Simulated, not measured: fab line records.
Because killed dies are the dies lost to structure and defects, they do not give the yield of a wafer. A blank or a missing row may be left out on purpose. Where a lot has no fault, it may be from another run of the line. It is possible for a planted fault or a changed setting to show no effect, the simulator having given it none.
Which tool is to blame? :: flow rit cmos :: 14 lots, 42 wafers sampled, at 1 step of a route of 202

WHAT THE GAUGES READ, wafer by wafer
The record holds no reading of a measuring or inspecting step that can be judged against a usual standard deviation.

WHAT TOOL EACH LOT RAN ON (gives the tool, then ch and the chambers of the sampled wafers, and finally the start)
lot: L612
RIT_CONTACT_DEVELOP_07: litho track-04 ch 0, day 3 09:00

lot: L614
RIT_CONTACT_DEVELOP_07: litho track-04 ch 0, day 3 23:00

lot: L615
RIT_CONTACT_DEVELOP_07: litho track-04 ch 0, day 4 03:00

lot: L616
RIT_CONTACT_DEVELOP_07: litho track-04 ch 0, day 4 08:00

lot: L618
RIT_CONTACT_DEVELOP_07: litho track-04, day 4 14:00

lot: L619
RIT_CONTACT_DEVELOP_07: litho track-01, day 4 16:00

lot: L625
RIT_CONTACT_DEVELOP_07: litho track-03 ch 0, day 5 22:00

lot: L627
RIT_CONTACT_DEVELOP_07: litho track-01 ch 0, day 6 08:00

lot: L629
RIT_CONTACT_DEVELOP_07: litho track-01 ch 0, day 6 17:00

lot: L631
RIT_CONTACT_DEVELOP_07: litho track-01 ch 0, day 7 02:00

lot: L632
RIT_CONTACT_DEVELOP_07: litho track-01 ch 0, day 7 07:00

lot: L633
RIT_CONTACT_DEVELOP_07: litho track-01 ch 0, day 7 11:00

lot: L634
RIT_CONTACT_DEVELOP_07: litho track-04 ch 0, day 7 17:00

lot: L635
RIT_CONTACT_DEVELOP_07: litho track-01 ch 0, day 7 22:00
- RIT_CONTACT_DEVELOP_07: develop time 120 s.

AS READ BY THE TOOLS THEMSELVES (means over the sampled wafers that have a number; for cases with no such wafer, the mark the record gives instead)
RIT_CONTACT_DEVELOP_07. Usual: 23.01 C for chill plate temp C, sd 0.11.
lot: L612
tool: litho track-04
chill plate temp C (C): 22.90
flag: 

lot: L614
tool: litho track-04
chill plate temp C (C): 22.88
flag: 

lot: L615
tool: litho track-04
chill plate temp C (C): 23.19
flag: 

lot: L616
tool: litho track-04
chill plate temp C (C): 23.07
flag: 

lot: L618
tool: litho track-04
chill plate temp C (C): -
flag: OFF

lot: L619
tool: litho track-01
chill plate temp C (C): -
flag: OFF

lot: L625
tool: litho track-03
chill plate temp C (C): 23.00
flag: 

lot: L627
tool: litho track-01
chill plate temp C (C): 23.03
flag: 

lot: L629
tool: litho track-01
chill plate temp C (C): 23.05
flag: 

lot: L631
tool: litho track-01
chill plate temp C (C): 22.90
flag: 

lot: L632
tool: litho track-01
chill plate temp C (C): 23.04
flag: 

lot: L633
tool: litho track-01
chill plate temp C (C): 23.05
flag: 

lot: L634
tool: litho track-04
chill plate temp C (C): 22.94
flag: 

lot: L635
tool: litho track-01
chill plate temp C (C): 22.87
flag: 

THE ANSWER, worked out from the rows above alone
Rule: a lot counts as off when the mean over its wafers that have a number is more than 3 standard deviations away from the usual mean. A lot without any number at a reading at which 4 lots or more have one is off too. All remaining lots with rows at the step are treated as sound. After the gauges, taken in route order, come the tools' own readings; for these a lot's mean is taken, as printed above. At the first step where some lot is off, the reading lying furthest off is the one used; lots without a number count as furthest.
Off: L618, L619 (RIT_CONTACT_DEVELOP_07, chill plate temp C). Without a number there: L618, L619.
If a tool, at that step or one of the process steps before it, ran each lot that is off and ran no sound lot following the first of them, it fits. Not one of the candidates tried fits.

WHAT HAD BEEN PUT IN BY THE SIMULATOR
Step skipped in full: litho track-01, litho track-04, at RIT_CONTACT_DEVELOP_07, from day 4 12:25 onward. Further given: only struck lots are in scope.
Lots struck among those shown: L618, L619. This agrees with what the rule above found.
